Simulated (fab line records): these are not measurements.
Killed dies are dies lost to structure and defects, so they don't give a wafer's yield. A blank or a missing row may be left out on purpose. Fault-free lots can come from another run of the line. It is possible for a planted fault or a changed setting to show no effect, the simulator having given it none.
fab line records    flow ritCmos
record lots=15  wafers=45  lastDay=7
route steps=202 shown ACTIVE@12 NWELL@31 PRETRO@70 CONTACT@168 M1@202
lots that met no fault: taken from a fault-free run of the same line
startH: hours from the record's first day to the start of the lot's first wafer shown    waitH: hours from the lot's prior step to this one    " unchanged from the row above    L1.1+2: several wafers, shown together as one row    - no value present, or no start provided    * or withheld: withheld    < > ~ a bound
route shown NAME@n: a module of which the file shows steps, and the number in the route of the first    usual: the fault-free wafers' mean and standard deviation    same: alike in all rows    chamber/n: place in a boat    sites: per-site readings    _std_site: the standard deviation of these    _edge_site: mean of outer sites minus mean of inner sites    radiusMm: how far each site lies from the wafer's centre    mask NAME#n: copy n    behind: the tool/chamber that last shaped the wafer    hold: cause of the lot's hold/its duration in hours/its outcome    device: names the non-switching transistor (n, p or np)    end of line: the tests these same wafers got at the end of their route    a step with no rows: only its recipe    killed: not the wafer's yield, but the dies lost to structure and defects at the first sort    map: the dies of a wafer, with x for killed, . for not killed, _ for no die there
set.NAME: setting as actually run; set.NAME@STEP: the setting as run at that earlier step    model.NAME: the simulator's own value behind a step, which no gauge read
route steps across a sampled set of lots; one table per step, one row per wafer
services: a tool's chamber out of use, with start hour (startH, from the record's first day; less than 0 if before it), hours out, and reason
## steps
# step RIT_ACTIVE_CD_MEAS_11
# recipe targetCdNm=1400
# usual cdNm=1399.6/2.4
lot.wafer  tool      chamber  startH  waitH  cdNm
L995.1     cdSem-02  -        16.91   -      1398.8
L995.3     "         -        "       "      1401.0
L995.6     "         -        "       "      1398.6
L996.1     cdSem-01  -        25.05   -      1397.3
L996.3     "         -        "       "      1397.3
L996.6     "         -        "       "      1398.6
L997.2     cdSem-01  -        25.42   -      1394.7
L997.5     "         -        "       "      1395.9
L997.6     "         -        "       "      1393.8
L998.4     cdSem-01  -        29.95   -      1393.6
L998.5     "         -        "       "      1394.5
L998.6     "         -        "       "      1393.4
L999.1     cdSem-01  -        36.01   -      1399.8
L999.5     "         -        "       "      1399.4
L999.6     "         -        "       "      1399.0
L101.1     cdSem-01  -        45.48   -      1402.5
L101.3     "         -        "       "      1402.7
L101.5     "         -        "       "      1399.2
L102.4     cdSem-01  -        49.69   -      1402.1
L102.5     "         -        "       "      1400.0
L102.6     "         -        "       "      1401.5
L104.1     cdSem-01  -        60.33   -      1402.9
L104.4     "         -        "       "      1400.1
L104.6     "         -        "       "      1403.5
L106.3     cdSem-02  -        73.09   -      1400.5
L106.4     "         -        "       "      1400.0
L106.5     "         -        "       "      1401.5
L107.1     cdSem-02  -        76.34   -      1395.9
L107.2     "         -        "       "      1397.1
L107.5     "         -        "       "      1397.1
L110.2     cdSem-02  -        89.46   -      1397.9
L110.5     "         -        "       "      1398.6
L110.6     "         -        "       "      1397.2
L112.2     cdSem-01  -        101.58  -      1397.2
L112.4     "         -        "       "      1399.7
L112.6     "         -        "       "      1399.7
L114.1     cdSem-02  -        110.96  -      1400.4
L114.2     "         -        "       "      1398.9
L114.4     "         -        "       "      1401.8
L117.2     cdSem-02  -        124.49  -      1403.3
L117.5     "         -        "       "      1402.9
L117.6     "         -        "       "      1403.3
L118.1     cdSem-01  -        131.12  -      1401.7
L118.4     "         -        "       "      1402.9
L118.6     "         -        "       "      1405.2
# step RIT_NWELL_EXPOSE_03
# recipe maskId=M2  na=0.57  targetCdNm=43900  doseMj=250
# usual exposureDoseMJCm2=250.04/0.23
lot.wafer  tool             chamber  startH  waitH  mask  exposureDoseMJCm2
L995.1     ilineStepper-02  0        26.68   0.4    M2#0  250.12
L995.3     "                0        "       "      M2#0  250.15
L995.6     "                0        "       "      M2#0  249.81
L996.1     ilineStepper-01  0        33.03   0.2    M2#0  249.81
L996.3     "                0        "       "      M2#0  249.79
L996.6     "                0        "       "      M2#0  249.50
L997.2     ilineStepper-02  0        33.29   0.5    M2#0  250.43
L997.5     "                0        "       "      M2#0  250.28
L997.6     "                0        "       "      M2#0  249.95
L998.4     ilineStepper-02  0        37.92   0.1    M2#0  250.41
L998.5     "                0        "       "      M2#0  250.08
L998.6     "                0        "       "      M2#0  249.98
L999.1     ilineStepper-02  0        41.28   0.1    M2#0  250.27
L999.5     "                0        "       "      M2#0  250.30
L999.6     "                0        "       "      M2#0  250.02
L101.1     ilineStepper-01  0        51.49   0.1    M2#0  250.15
L101.3     "                0        "       "      M2#0  250.11
L101.5     "                0        "       "      M2#0  250.14
L102.4     ilineStepper-02  0        57.62   0.2    M2#0  250.00
L102.5     "                0        "       "      M2#0  249.70
L102.6     "                0        "       "      M2#0  250.18
L104.1     ilineStepper-01  0        69.41   0.2    M2#0  249.66
L104.4     "                0        "       "      M2#0  249.91
L104.6     "                0        "       "      M2#0  249.85
L106.3     ilineStepper-02  0        80.77   0.1    M2#0  250.18
L106.4     "                0        "       "      M2#0  249.97
L106.5     "                0        "       "      M2#0  250.10
L107.1     ilineStepper-01  0        85.44   0.2    M2#0  250.10
L107.2     "                0        "       "      M2#0  250.26
L107.5     "                0        "       "      M2#0  250.20
L110.2     ilineStepper-02  0        98.72   0.3    M2#0  250.00
L110.5     "                0        "       "      M2#0  249.82
L110.6     "                0        "       "      M2#0  250.17
L112.2     ilineStepper-02  0        106.98  0.2    M2#0  249.91
L112.4     "                0        "       "      M2#0  250.10
L112.6     "                0        "       "      M2#0  250.12
L114.1     ilineStepper-02  0        117.78  0.2    M2#0  249.66
L114.2     "                0        "       "      M2#0  250.22
L114.4     "                0        "       "      M2#0  249.91
L117.2     ilineStepper-02  0        132.72  0.2    M2#0  249.94
L117.5     "                0        "       "      M2#0  249.65
L117.6     "                0        "       "      M2#0  250.02
L118.1     ilineStepper-02  0        136.77  0.1    M2#0  250.56
L118.4     "                0        "       "      M2#0  250.35
L118.6     "                0        "       "      M2#0  250.19
# step RIT_NWELL_OVL_MEAS_06
# usual NWELL_OVL=-0.5/1.3
lot.wafer  tool        chamber  startH  waitH  NWELL_OVL[nm]
L995.1     overlay-01  -        27.11   -      -0.7
L995.3     "           -        "       "      -1.5
L995.6     "           -        "       "      -0.6
L996.1     overlay-01  -        33.46   -      0.5
L996.3     "           -        "       "      0.9
L996.6     "           -        "       "      0.7
L997.2     overlay-02  -        33.71   -      1.2
L997.5     "           -        "       "      -0.1
L997.6     "           -        "       "      -0.7
L998.4     overlay-01  -        38.31   -      -1.5
L998.5     "           -        "       "      -4.5
L998.6     "           -        "       "      -2.7
L999.1     overlay-02  -        41.71   -      1.0
L999.5     "           -        "       "      0.1
L999.6     "           -        "       "      2.0
L101.1     overlay-02  -        51.92   -      -180.5
L101.3     "           -        "       "      -180.5
L101.5     "           -        "       "      -181.1
L102.4     overlay-02  -        58.05   -      0.6
L102.5     "           -        "       "      -1.5
L102.6     "           -        "       "      -1.0
L104.1     overlay-02  -        69.84   -      -179.1
L104.4     "           -        "       "      -181.9
L104.6     "           -        "       "      -180.1
L106.3     overlay-02  -        81.17   -      -1.1
L106.4     "           -        "       "      -0.3
L106.5     "           -        "       "      0.4
L107.1     overlay-02  -        85.87   -      -181.8
L107.2     "           -        "       "      -183.0
L107.5     "           -        "       "      -182.5
L110.2     overlay-02  -        99.14   -      0.1
L110.5     "           -        "       "      1.0
L110.6     "           -        "       "      0.7
L112.2     overlay-02  -        107.39  -      0.7
L112.4     "           -        "       "      -0.5
L112.6     "           -        "       "      0.4
L114.1     overlay-01  -        118.21  -      1.4
L114.2     "           -        "       "      0.3
L114.4     "           -        "       "      0.9
L117.2     overlay-01  -        133.13  -      -1.3
L117.5     "           -        "       "      -2.1
L117.6     "           -        "       "      -0.8
L118.1     overlay-01  -        137.20  -      -0.3
L118.4     "           -        "       "      -2.4
L118.6     "           -        "       "      -0.6
# step RIT_PRETRO_OVL_MEAS_06
# usual PRETRO_OVL=0.5/1.5
lot.wafer  tool        chamber  startH  waitH  PRETRO_OVL[nm]
L995.1     overlay-01  -        39.05   -      0.6
L995.3     "           -        "       "      0.3
L995.6     "           -        "       "      0.3
L996.1     overlay-02  -        44.18   -      1.6
L996.3     "           -        "       "      0.9
L996.6     "           -        "       "      -0.9
L997.2     overlay-01  -        44.78   -      1.6
L997.5     "           -        "       "      1.5
L997.6     "           -        "       "      1.1
L998.4     overlay-02  -        49.89   -      -2.2
L998.5     "           -        "       "      -1.2
L998.6     "           -        "       "      -1.8
L999.1     overlay-02  -        52.42   -      -2.6
L999.5     "           -        "       "      0.0
L999.6     "           -        "       "      -1.0
L101.1     overlay-02  -        63.42   -      2.3
L101.3     "           -        "       "      1.6
L101.5     "           -        "       "      1.7
L102.4     overlay-01  -        69.91   -      1.4
L102.5     "           -        "       "      3.3
L102.6     "           -        "       "      1.1
L104.1     overlay-02  -        80.50   -      1.4
L104.4     "           -        "       "      0.2
L104.6     "           -        "       "      1.8
L106.3     overlay-02  -        91.93   -      0.4
L106.4     "           -        "       "      0.0
L106.5     "           -        "       "      1.3
L107.1     overlay-02  -        96.22   -      0.3
L107.2     "           -        "       "      2.0
L107.5     "           -        "       "      1.7
L110.2     overlay-01  -        109.24  -      0.3
L110.5     "           -        "       "      -1.2
L110.6     "           -        "       "      1.4
L112.2     overlay-01  -        117.97  -      -1.1
L112.4     "           -        "       "      1.2
L112.6     "           -        "       "      -0.2
L114.1     overlay-01  -        128.52  -      -0.1
L114.2     "           -        "       "      -0.6
L114.4     "           -        "       "      0.9
L117.2     overlay-02  -        143.83  -      -1.3
L117.5     "           -        "       "      0.7
L117.6     "           -        "       "      1.4
L118.1     overlay-01  -        147.99  -      -0.7
L118.4     "           -        "       "      -2.9
L118.6     "           -        "       "      -2.7
# step RIT_CONTACT_CVD_00
# recipe material=SiO2  targetThkNm=400  precursor=TEOS  tempC=390  timeS=61  rfW=400
# usual heaterPowerW=315/51
lot.wafer  tool      chamber  startH  waitH  heaterPowerW
L995.1     pecvd-01  2        61.30   0.1    398
L995.3     "         1        "       "      321
L995.6     "         0        "       "      310
L996.1     pecvd-02  1        67.35   0.1    285
L996.3     "         0        "       "      222
L996.6     "         0        "       "      232
L997.2     pecvd-01  0        68.79   0.0    253
L997.5     "         1        "       "      283
L997.6     "         0        "       "      270
L998.4     pecvd-04  2        73.22   0.0    369
L998.5     "         0        "       "      288
L998.6     "         1        "       "      346
L999.1     pecvd-02  0        74.70   0.1    226
L999.5     "         1        "       "      283
L999.6     "         2        "       "      323
L101.1     pecvd-04  0        85.28   0.1    242
L101.3     "         2        "       "      410
L101.5     "         0        "       "      248
L102.4     pecvd-02  2        91.66   0.0    369
L102.5     "         1        "       "      325
L102.6     "         0        "       "      211
L104.1     pecvd-04  0        101.16  0.1    252
L104.4     "         2        "       "      369
L104.6     "         0        "       "      256
L106.3     pecvd-01  0        116.55  0.0    308
L106.4     "         2        "       "      367
L106.5     "         0        "       "      313
L107.1     pecvd-04  1        119.08  0.1    304
L107.2     "         2        "       "      373
L107.5     "         0        "       "      291
L110.2     pecvd-04  0        131.48  0.0    297
L110.5     "         0        "       "      296
L110.6     "         1        "       "      370
L112.2     pecvd-01  1        138.62  0.0    281
L112.4     "         1        "       "      293
L112.6     "         2        "       "      384
L114.1     pecvd-02  0        148.38  0.1    225
L114.2     "         2        "       "      334
L114.4     "         0        "       "      230
L117.2     pecvd-02  0        166.83  0.0    233
L117.5     "         2        "       "      279
L117.6     "         0        "       "      243
L118.1     pecvd-04  0        172.33  0.1    292
L118.4     "         1        "       "      362
L118.6     "         0        "       "      293
# step RIT_M1_PROBE_99
# usual killedAtContacts=0.1/0.27  killedAtFrontEnd=7/3.3  killedDies=7/3.3  killedOpen=3.5/2  killedShort=3.8/2.2
# same grossDies=264  killed_at_M0_to_M3=0  killed_at_M4_up=0  killedAtBackSide=0  killedAtOther=0
lot.wafer  tool       chamber  startH  waitH  killedAtContacts  killedAtFrontEnd  killedDies  killedOpen  killedShort
L996.1     prober-01  -        74.04   0.1    0                 9                 9           5           4
L996.3     prober-01  -        74.14   0.2    0                 9                 9           2           6
L996.6     prober-01  -        74.29   0.2    0                 5                 5           3           2
L102.4     prober-01  -        98.03   0.2    0                 5                 5           3           2
L102.5     prober-01  -        98.08   0.2    0                 6                 6           4           2
L102.6     prober-01  -        98.13   0.2    0                 5                 5           2           3
L107.1     prober-02  -        125.57  0.1    0                 12                12          5           7
L107.2     prober-02  -        125.62  0.1    0                 9                 9           5           4
L107.5     prober-02  -        125.77  0.2    0                 5                 5           4           1
L110.2     prober-01  -        138.13  0.1    0                 9                 9           5           4
L110.5     prober-01  -        138.28  0.2    0                 16                16          8           8
L110.6     prober-01  -        138.33  0.2    1                 11                12          6           6
L112.2     prober-01  -        145.09  0.1    0                 8                 8           5           3
L112.4     prober-01  -        145.19  0.2    0                 4                 4           2           2
L112.6     prober-01  -        145.29  0.2    0                 9                 9           6           3
L114.1     prober-01  -        154.67  0.1    0                 6                 6           3           3
L114.2     prober-01  -        154.72  0.1    0                 4                 4           4           0
L114.4     prober-01  -        154.82  0.2    0                 5                 5           3           2
# killed by level:class
L996.1 GATE:geometricParticle:short=2 REOX:geometricParticle:short=2 REOX:geometricParticle:open=2 SILICIDE:geometricParticle:open=2 GATE:geometricParticle:open=1
L996.3 SPACER:geometricParticle:short=3 GATE:geometricParticle:short=2 FOX2:geometricParticle:short=1 GATE:geometricParticle:open=1 REOX:geometricParticle:open=1 GATE:coatMicrobubblePrinted=1
L996.6 GATE:geometricParticle:open=2 GATE:geometricParticle:short=2 FOX2:geometricParticle:open=1
L102.4 GATE:geometricParticle:open=3 GATE:geometricParticle:short=1 SPACER:geometricParticle:short=1
L102.5 SILICIDE:geometricParticle:open=2 FOX1:geometricParticle:open=1 FOX2:geometricParticle:open=1 GATE:geometricParticle:short=1 REOX:geometricParticle:short=1
L102.6 GATE:geometricParticle:open=2 SILICIDE:geometricParticle:short=2 SPACER:geometricParticle:short=1
L107.1 FOX1:geometricParticle:short=3 GATE:geometricParticle:short=2 REOX:geometricParticle:short=2 FOX1:geometricParticle:open=1 GATE:geometricParticle:open=1 REOX:geometricParticle:open=1 SPACER:geometricParticle:open=1 SILICIDE:geometricParticle:open=1
L107.2 GATE:geometricParticle:open=3 GATE:geometricParticle:short=3 FOX1:geometricParticle:open=1 FOX2:geometricParticle:open=1 REOX:geometricParticle:short=1
L107.5 GATE:geometricParticle:open=3 GATE:geometricParticle:short=1 SILICIDE:geometricParticle:open=1
L110.2 GATE:geometricParticle:short=3 GATE:geometricParticle:open=2 SILICIDE:geometricParticle:open=2 FOX1:geometricParticle:short=1 FOX1:geometricParticle:open=1
L110.5 SPACER:geometricParticle:open=4 GATE:geometricParticle:short=3 FOX1:geometricParticle:short=2 FOX1:geometricParticle:open=1 FOX2:geometricParticle:short=1 GATE:geometricParticle:open=1 REOX:geometricParticle:open=1 SPACER:geometricParticle:short=1
L110.6 FOX1:geometricParticle:short=4 FOX1:geometricParticle:open=2 SPACER:geometricParticle:open=2 GATE:geometricParticle:short=1 GATE:geometricParticle:open=1 REOX:geometricParticle:short=1 CONTACT:geometricParticle:open=1
L112.2 FOX1:geometricParticle:open=2 GATE:geometricParticle:open=2 GATE:geometricParticle:short=1 REOX:geometricParticle:open=1 SPACER:geometricParticle:short=1 SILICIDE:geometricParticle:short=1
L112.4 GATE:geometricParticle:open=2 GATE:geometricParticle:short=1 SILICIDE:geometricParticle:short=1
L112.6 FOX1:geometricParticle:open=5 FOX1:geometricParticle:short=2 FOX2:geometricParticle:open=1 REOX:geometricParticle:short=1
L114.1 SPACER:geometricParticle:short=2 FOX1:geometricParticle:open=1 GATE:geometricParticle:short=1 SPACER:geometricParticle:open=1 SILICIDE:geometricParticle:open=1
L114.2 GATE:geometricParticle:open=3 FOX2:geometricParticle:open=1
L114.4 GATE:geometricParticle:open=2 FOX1:geometricParticle:open=1 REOX:geometricParticle:short=1 SPACER:geometricParticle:short=1
## services
tool             chamber  startH  hours  kind
pecvd-02         -        18.08   2.8    pm
ilineStepper-01  -        49.53   1.7    pm
ilineStepper-01  -        71.82   3.2    repair
pecvd-04         -        75.81   0.4    repair
pecvd-04         2        77.05   6.7    repair
ilineStepper-01  -        94.47   6.9    repair
ilineStepper-01  0        138.15  -      calibration
pecvd-01         -        151.35  2.8    pm
ilineStepper-02  0        153.27  -      calibration
pecvd-02         -        155.11  0.7    repair
pecvd-01         -        158.58  2.7    repair
## key
firstSign step=RIT_NWELL_OVL_MEAS_06  reading=NWELL_OVL  direction=down  sigmas=99+  usual=-0.5  struck=-181.2
effect none on later readings
metAt RIT_NWELL_EXPOSE_03
struckLots L101,L104,L107
testerLeftOut L101,L104,L107
notActingAt RIT_ACTIVE_CD_MEAS_11,RIT_PRETRO_OVL_MEAS_06,RIT_CONTACT_CVD_00
onsetBetween 33.03 51.49
fault kind=scannerMatchingOverlay  tool=ilineStepper-01  chamber=-  onsetH=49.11  steps=RIT_NWELL_EXPOSE_03  offset=-180
# testerLeftOut: of these lots the tester's yield and bins aren't shown, on N5 and GAA mostly nor the transistor test; their killed dies are dies lost to structure and defects alone, not to doping, threshold or leakage, so they don't give the yield
